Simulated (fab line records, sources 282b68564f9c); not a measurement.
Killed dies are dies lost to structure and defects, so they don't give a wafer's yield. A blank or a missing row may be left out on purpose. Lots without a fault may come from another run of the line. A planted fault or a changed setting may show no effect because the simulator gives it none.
Tool commonality check | flow rit_cmos | 14 lots, 42 wafers sampled

WHY IT WAS OPENED
At RIT_PWELL_TW_MEAS_10 the reading PWELL_TW is flagged on 2 of 14 lots. Wafers without a fault read 948, standard deviation 8.8.
Rule: a lot is flagged when every wafer of it that has a number lies more than 4 standard deviations from that mean, or none has a number. The other lots count as sound.

lot  | measured    | on            | PWELL_TW, wafer by wafer | flag
L610 | day 2 00:35 | film_metro-02 | 951 952 951              |
L611 | day 2 05:58 | film_metro-03 | 946 942 940              |
L613 | day 2 13:41 | film_metro-02 | 949 950 947              |
L615 | day 3 01:56 | film_metro-04 | 956 961 955              |
L616 | day 3 05:38 | film_metro-02 | 945 943 948              |
L617 | day 3 10:42 | film_metro-04 | 957 965 961              |
L618 | day 3 15:03 | film_metro-04 | 958 957 958              |
L619 | day 3 20:58 | film_metro-02 | 947 947 949              |
L620 | day 4 01:46 | film_metro-02 | 952 949 953              |
L621 | day 4 05:25 | film_metro-03 | 934 933 938              |
L624 | day 4 21:14 | film_metro-03 | 940 945 940              |
L626 | day 5 06:37 | film_metro-04 | 30 30 30                 | FLAGGED
L627 | day 5 12:22 | film_metro-03 | 30 30 30                 | FLAGGED
L631 | day 6 12:25 | film_metro-02 | 941 946 944              |
The numbers of the flagged lots are 30 on average: -918 against the usual, or -99 or more standard deviations.

WHICH TOOL RAN EACH LOT
The record holds 1 process step before the reading, out of a route of 202 steps. In each cell: the tool, then ch and the chambers that the sampled wafers went through, then the start.
lot  | flag    | RIT_NWELL_STRIP_09
L610 |         | plasma_asher-02 ch 0,1, day 1 22:52
L611 |         | plasma_asher-02 ch 0,1, day 2 04:07
L613 |         | plasma_asher-03 ch 0,1, day 2 11:50
L615 |         | plasma_asher-01 ch 0,1, day 2 23:54
L616 |         | plasma_asher-03 ch 0,1, day 3 03:47
L617 |         | plasma_asher-02 ch 0,1, day 3 08:55
L618 |         | plasma_asher-01 ch 0,1, day 3 13:20
L619 |         | plasma_asher-01 ch 0,1, day 3 19:13
L620 |         | plasma_asher-03 ch 0,1, day 3 23:52
L621 |         | plasma_asher-02 ch 1, day 4 03:34
L624 |         | plasma_asher-01 ch 0,1, day 4 19:23
L626 | FLAGGED | plasma_asher-01 ch 0,1, day 5 04:46
L627 | FLAGGED | plasma_asher-02 ch 0,1, day 5 10:31
L631 |         | plasma_asher-01 ch 0,1, day 6 10:41
What these steps do:
- RIT_NWELL_STRIP_09: strips in O2, time 180 s.
- RIT_PWELL_TW_MEAS_10

FLAGGED OVER TOTAL, TOOL BY TOOL (the gauges that took the reading come last)
step                 | tool            | lots run | flagged | share of the flagged lots | sound lots run after its first flagged lot
RIT_NWELL_STRIP_09   | plasma_asher-01 | 6        | 1       | some                      | 1 (L631)
RIT_NWELL_STRIP_09   | plasma_asher-02 | 5        | 1       | some                      | 0
RIT_NWELL_STRIP_09   | plasma_asher-03 | 3        | 0       | none                      | -
RIT_PWELL_TW_MEAS_10 | film_metro-02   | 6        | 0       | none                      | -
RIT_PWELL_TW_MEAS_10 | film_metro-03   | 4        | 1       | some                      | 0
RIT_PWELL_TW_MEAS_10 | film_metro-04   | 4        | 1       | some                      | 0

WHAT THE TABLE ALLOWS
No row of the table ran every flagged lot.

WHAT THE SIMULATOR HAD PUT IN
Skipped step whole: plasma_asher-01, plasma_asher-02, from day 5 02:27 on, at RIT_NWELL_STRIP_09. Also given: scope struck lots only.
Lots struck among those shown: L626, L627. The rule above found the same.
